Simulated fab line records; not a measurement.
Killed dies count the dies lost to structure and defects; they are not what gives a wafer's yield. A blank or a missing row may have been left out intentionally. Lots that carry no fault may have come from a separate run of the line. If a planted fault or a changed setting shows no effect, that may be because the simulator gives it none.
fab line records | flow rit_cmos
record lots=13 | wafers=39 | last_day=7
route steps=202 shown PRETRO@69 CONTACT@168 M1@193
lots that met no fault: from a run of the same line without faults
start_h: start of the lot's first displayed wafer, in hours after the record's first day | wait_h: hours since the lot's step before | " the same as in the row above | L1.1+2: one row covering several wafers at once | - no value, or no start given | * or withheld: withheld | < > ~ a bound
route shown NAME@n: NAME is a module with steps in the file, n the number in the route of the first one | usual: average and standard deviation across the fault-free wafers | same: alike in all rows | chamber/n: place in a boat | sites: each site's reading | _std_site: standard deviation of those values | _edge_site: outer sites' mean less inner sites' | radius_mm: how far each site lies from the wafer's centre | mask NAME#n: copy n | behind: the most recent tool/chamber to have shaped the wafer | hold: why the lot went on hold/how many hours it stayed there/how the hold came to an end | device: names the non-switching transistor (n, p or np) | end of line: tests run on the same wafers once the route is complete | a step without rows: its recipe alone | killed: count of dies lost to structure and defects at first sort (not the wafer's yield) | map: a wafer's dies, x killed, . not, _ none there
set.NAME: the run value of the setting; set.NAME@STEP: its run value at that earlier step | model.NAME: the simulator's own value behind a step, which no gauge read
the route's steps for a sample of lots (tables are steps, rows are wafers)
services: from which hour (start_h, from the record's first day; less than 0 if before it) a tool's chamber was out of use, for how many hours, and why
## steps
# step RIT_PRETRO_DEVELOP_05
# recipe resist=NOVOLAK | develop_time_s=68 | dev_temp_c=23
# usual chill_plate_temp_C=22.99/0.11 | developer_temp_C=23.02/0.12
lot.wafer | tool           | chamber | start_h | wait_h | chill_plate_temp_C | developer_temp_C
L439.2    | litho_track-01 | 0       | 38      | -      | 22.84              | 22.81
L439.3    | "              | 0       | "       | "      | 22.92              | 22.94
L439.4    | "              | 0       | "       | "      | 22.89              | 22.99
L440.2    | litho_track-02 | 0       | 43      | -      | 23.16              | 23.01
L440.3    | "              | 0       | "       | "      | 22.99              | 23.10
L440.5    | "              | 0       | "       | "      | 23.02              | 22.79
L441.4    | litho_track-01 | 0       | 48      | -      | 22.83              | 23.05
L441.5    | "              | 0       | "       | "      | 22.86              | 22.87
L441.6    | "              | 0       | "       | "      | 22.92              | 22.96
L444.4    | litho_track-02 | 0       | 63      | -      | 23.27              | 23.02
L444.5    | "              | 0       | "       | "      | 23.09              | 22.95
L444.6    | "              | 0       | "       | "      | 23.02              | 23.05
L449.3    | litho_track-01 | 0       | 96      | -      | 22.80              | 22.18
L449.4    | "              | 0       | "       | "      | 23.04              | 22.07
L449.5    | "              | 0       | "       | "      | 23.15              | 22.27
L448.2    | litho_track-01 | 0       | 96      | -      | 23.02              | 22.03
L448.4    | "              | 0       | 97      | -      | 23.16              | 22.11
L448.5    | "              | 0       | "       | "      | 23.07              | 22.05
L451.1    | litho_track-01 | 0       | 105     | -      | 22.91              | 22.40
L451.3    | "              | 0       | "       | "      | 23.05              | 22.25
L451.6    | "              | 0       | "       | "      | 22.94              | 22.42
L452.2    | litho_track-03 | 0       | 108     | -      | 22.94              | 22.91
L452.3    | "              | 0       | "       | "      | 22.99              | 22.99
L452.4    | "              | 0       | "       | "      | 22.93              | 23.07
L454.1    | litho_track-03 | 0       | 115     | -      | 23.19              | 23.02
L454.3    | "              | 0       | "       | "      | 23.15              | 22.99
L454.5    | "              | 0       | "       | "      | 23.11              | 23.03
L455.1    | litho_track-03 | 0       | 124     | -      | 22.89              | 23.03
L455.4    | "              | 0       | "       | "      | 23.00              | 23.04
L455.6    | "              | 0       | "       | "      | 23.15              | 23.17
L458.1    | litho_track-03 | 0       | 128     | -      | 22.73              | 23.15
L458.3    | "              | 0       | "       | "      | 22.92              | 23.11
L458.6    | "              | 0       | "       | "      | 22.88              | 23.02
L459.1    | litho_track-03 | 0       | 134     | -      | 23.16              | 23.11
L459.3    | "              | 0       | "       | "      | 23.05              | 23.01
L459.5    | "              | 0       | "       | "      | 23.10              | 22.88
L462.1    | litho_track-02 | 0       | 147     | -      | 22.93              | 23.21
L462.4    | "              | 0       | "       | "      | 22.80              | 23.08
L462.6    | "              | 0       | "       | "      | 22.95              | 23.00
# step RIT_CONTACT_CVD_00
# recipe material=SiO2 | target_thk_nm=400 | precursor=TEOS | temp_c=390 | time_s=61 | rf_w=400
# usual heater_power_w=320/57
lot.wafer | tool     | chamber | start_h | wait_h | heater_power_w | since_wet_clean_h
L439.2    | pecvd-03 | 1       | 61.93   | 0.0    | 369            | 213
L439.3    | "        | 0       | "       | "      | 301            | 213
L439.4    | "        | 2       | "       | "      | 363            | -
L440.2    | pecvd-02 | 1       | 74.92   | 0.0    | 237            | 1021
L440.3    | "        | 0       | "       | "      | 371            | 1021
L440.5    | "        | 2       | "       | "      | 299            | -
L441.4    | pecvd-04 | 0       | 87.81   | 0.0    | 300            | -
L441.5    | "        | 1       | "       | "      | 470            | -
L441.6    | "        | 2       | "       | "      | 270            | -
L444.4    | pecvd-04 | 0       | 100.28  | 0.0    | 295            | -
L444.5    | "        | 2       | "       | "      | 302            | -
L444.6    | "        | 1       | "       | "      | 341            | -
L449.3    | pecvd-03 | 0       | 123.12  | 0.0    | 284            | 274
L449.4    | "        | 0       | "       | "      | 294            | -
L449.5    | "        | 1       | "       | "      | 316            | -
L448.2    | pecvd-02 | 1       | 127.62  | 0.0    | 250            | 1073
L448.4    | "        | 2       | "       | "      | 308            | -
L448.5    | "        | 1       | "       | "      | 258            | -
L452.2    | pecvd-04 | 2       | 133.07  | 0.0    | 290            | 688
L452.3    | "        | 1       | "       | "      | 445            | 688
L452.4    | "        | 0       | "       | "      | 276            | -
L451.1    | pecvd-02 | 2       | 133.30  | 0.1    | 301            | 1079
L451.3    | "        | 1       | "       | "      | 213            | 1079
L451.6    | "        | 1       | "       | "      | 226            | -
L454.1    | pecvd-04 | 0       | 137.20  | 0.1    | 312            | 692
L454.3    | "        | 1       | "       | "      | 372            | 692
L454.5    | "        | 0       | "       | "      | 321            | -
L455.1    | pecvd-03 | 0       | 146.08  | 0.1    | 295            | 297
L455.4    | "        | 2       | "       | "      | 341            | -
L455.6    | "        | 0       | "       | "      | 313            | -
L458.1    | pecvd-04 | 2       | 150.03  | 0.1    | 304            | 705
L458.3    | "        | 0       | "       | "      | 323            | 705
L458.6    | "        | 1       | "       | "      | 445            | -
L459.1    | pecvd-03 | 0       | 157.84  | 0.1    | 310            | 309
L459.3    | "        | 1       | "       | "      | 290            | 309
L459.5    | "        | 2       | "       | "      | 381            | -
L462.1    | pecvd-03 | 1       | 171.49  | 0.1    | 315            | 322
L462.4    | "        | 0       | "       | "      | 372            | -
L462.6    | "        | 2       | "       | "      | 339            | -
# step RIT_M1_CD_MEAS_09
# recipe target_cd_nm=2600
# usual cd_nm=2600.8/1.9
lot.wafer | tool      | chamber | start_h | wait_h | cd_nm
L439.2    | cd_sem-02 | -       | 65.78   | -      | 2601.9
L439.3    | "         | -       | "       | "      | 2600.4
L439.4    | "         | -       | "       | "      | 2600.9
L440.2    | cd_sem-02 | -       | 78.70   | -      | 2600.2
L440.3    | "         | -       | "       | "      | 2601.5
L440.5    | "         | -       | "       | "      | 2601.5
L441.4    | cd_sem-02 | -       | 91.87   | -      | 2601.7
L441.5    | "         | -       | "       | "      | 2600.2
L441.6    | "         | -       | "       | "      | 2600.6
L444.4    | cd_sem-02 | -       | 104.18  | -      | 2601.4
L444.5    | "         | -       | "       | "      | 2603.2
L444.6    | "         | -       | "       | "      | 2601.7
L449.3    | cd_sem-01 | -       | 127.56  | -      | 2598.2
L449.4    | "         | -       | "       | "      | 2598.4
L449.5    | "         | -       | "       | "      | 2597.6
L448.2    | cd_sem-01 | -       | 131.72  | -      | 2603.9
L448.4    | "         | -       | "       | "      | 2600.9
L448.5    | "         | -       | "       | "      | 2600.7
L452.2    | cd_sem-02 | -       | 137.16  | -      | 2602.5
L452.3    | "         | -       | "       | "      | 2599.6
L452.4    | "         | -       | "       | "      | 2599.7
L451.1    | cd_sem-01 | -       | 137.38  | -      | 2602.6
L451.3    | "         | -       | "       | "      | 2602.7
L451.6    | "         | -       | "       | "      | 2603.2
L454.1    | cd_sem-01 | -       | 141.42  | -      | 2599.8
L454.3    | "         | -       | "       | "      | 2600.6
L454.5    | "         | -       | "       | "      | 2600.5
L455.1    | cd_sem-01 | -       | 150.16  | -      | 2601.0
L455.4    | "         | -       | "       | "      | 2598.9
L455.6    | "         | -       | "       | "      | 2598.7
L458.1    | cd_sem-02 | -       | 153.92  | -      | 2599.4
L458.3    | "         | -       | "       | "      | 2602.3
L458.6    | "         | -       | "       | "      | 2599.9
L459.1    | cd_sem-01 | -       | 161.73  | -      | 2600.9
L459.3    | "         | -       | "       | "      | 2600.5
L459.5    | "         | -       | "       | "      | 2600.2
L462.1    | cd_sem-01 | -       | 175.32  | -      | 2601.7
L462.4    | "         | -       | "       | "      | 2600.4
L462.6    | "         | -       | "       | "      | 2601.2
# step RIT_M1_OVL_MEAS_10
# usual M1_OVL=-0.3/1.6
lot.wafer | tool       | chamber | start_h | wait_h | M1_OVL[nm]
L439.2    | overlay-02 | -       | 65.89   | 0.1    | -0.1
L439.3    | "          | -       | "       | "      | -0.1
L439.4    | "          | -       | "       | "      | 2.0
L440.2    | overlay-01 | -       | 78.81   | 0.1    | -0.5
L440.3    | "          | -       | "       | "      | -0.5
L440.5    | "          | -       | "       | "      | -1.2
L441.4    | overlay-02 | -       | 91.95   | 0.1    | -2.3
L441.5    | "          | -       | "       | "      | -1.4
L441.6    | "          | -       | "       | "      | -2.8
L444.4    | overlay-01 | -       | 104.26  | 0.1    | 2.2
L444.5    | "          | -       | "       | "      | 0.7
L444.6    | "          | -       | "       | "      | 1.0
L449.3    | overlay-02 | -       | 127.65  | 0.1    | -0.2
L449.4    | "          | -       | "       | "      | -2.4
L449.5    | "          | -       | "       | "      | -0.6
L448.2    | overlay-01 | -       | 131.83  | 0.1    | -0.5
L448.4    | "          | -       | "       | "      | -4.1
L448.5    | "          | -       | "       | "      | -2.2
L452.2    | overlay-02 | -       | 137.27  | 0.1    | -0.7
L452.3    | "          | -       | "       | "      | 0.9
L452.4    | "          | -       | "       | "      | -0.2
L451.1    | overlay-01 | -       | 137.50  | 0.1    | -1.3
L451.3    | "          | -       | "       | "      | -1.2
L451.6    | "          | -       | "       | "      | -1.2
L454.1    | overlay-01 | -       | 141.54  | 0.1    | -1.1
L454.3    | "          | -       | "       | "      | -0.7
L454.5    | "          | -       | "       | "      | -2.8
L455.1    | overlay-02 | -       | 150.28  | 0.1    | -0.3
L455.4    | "          | -       | "       | "      | 0.2
L455.6    | "          | -       | "       | "      | -0.9
L458.1    | overlay-01 | -       | 154.04  | 0.1    | -0.4
L458.3    | "          | -       | "       | "      | 2.2
L458.6    | "          | -       | "       | "      | 0.0
L459.1    | overlay-02 | -       | 161.85  | 0.1    | -1.8
L459.3    | "          | -       | "       | "      | 1.6
L459.5    | "          | -       | "       | "      | 0.6
L462.1    | overlay-01 | -       | 175.44  | 0.1    | -2.4
L462.4    | "          | -       | "       | "      | -1.5
L462.6    | "          | -       | "       | "      | 0.1
## services
tool     | chamber | start_h | hours | kind
pecvd-02 | -       | 25.66   | 2.8   | pm
pecvd-03 | -       | 26.57   | 2.8   | repair
pecvd-02 | 1       | 34.28   | 5.7   | repair
pecvd-03 | 2       | 91.31   | 9.2   | repair
pecvd-04 | -       | 126.76  | 1.3   | repair
pecvd-04 | -       | 154.77  | 6.0   | pm
pecvd-03 | 1       | 161.47  | 3.6   | repair
## key
first_sign step=RIT_PRETRO_DEVELOP_05 | reading=developer_temp_C | direction=down | sigmas=7.1 | usual=* | struck=*
effect none on later readings
met_at RIT_PRETRO_DEVELOP_05
struck_lots L448,L449,L451
tester_left_out L448,L449,L451
not_acting_at RIT_CONTACT_CVD_00,RIT_M1_CD_MEAS_09,RIT_M1_OVL_MEAS_10
onset_between 48 96
fault kind=process_parameter_drift | tool=litho_track-01 | chamber=- | onset_h=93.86 | steps=RIT_PRETRO_DEVELOP_05 | channel=dev_temp_c | offset=* | shape=step | end_h=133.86 | acts_in=* | stated=*
# tester_left_out: of these lots the tester's yield and bins aren't shown, on N5 and GAA mostly nor the transistor test; their killed dies are dies lost to structure and defects alone, not to doping, threshold or leakage, so they don't give the yield
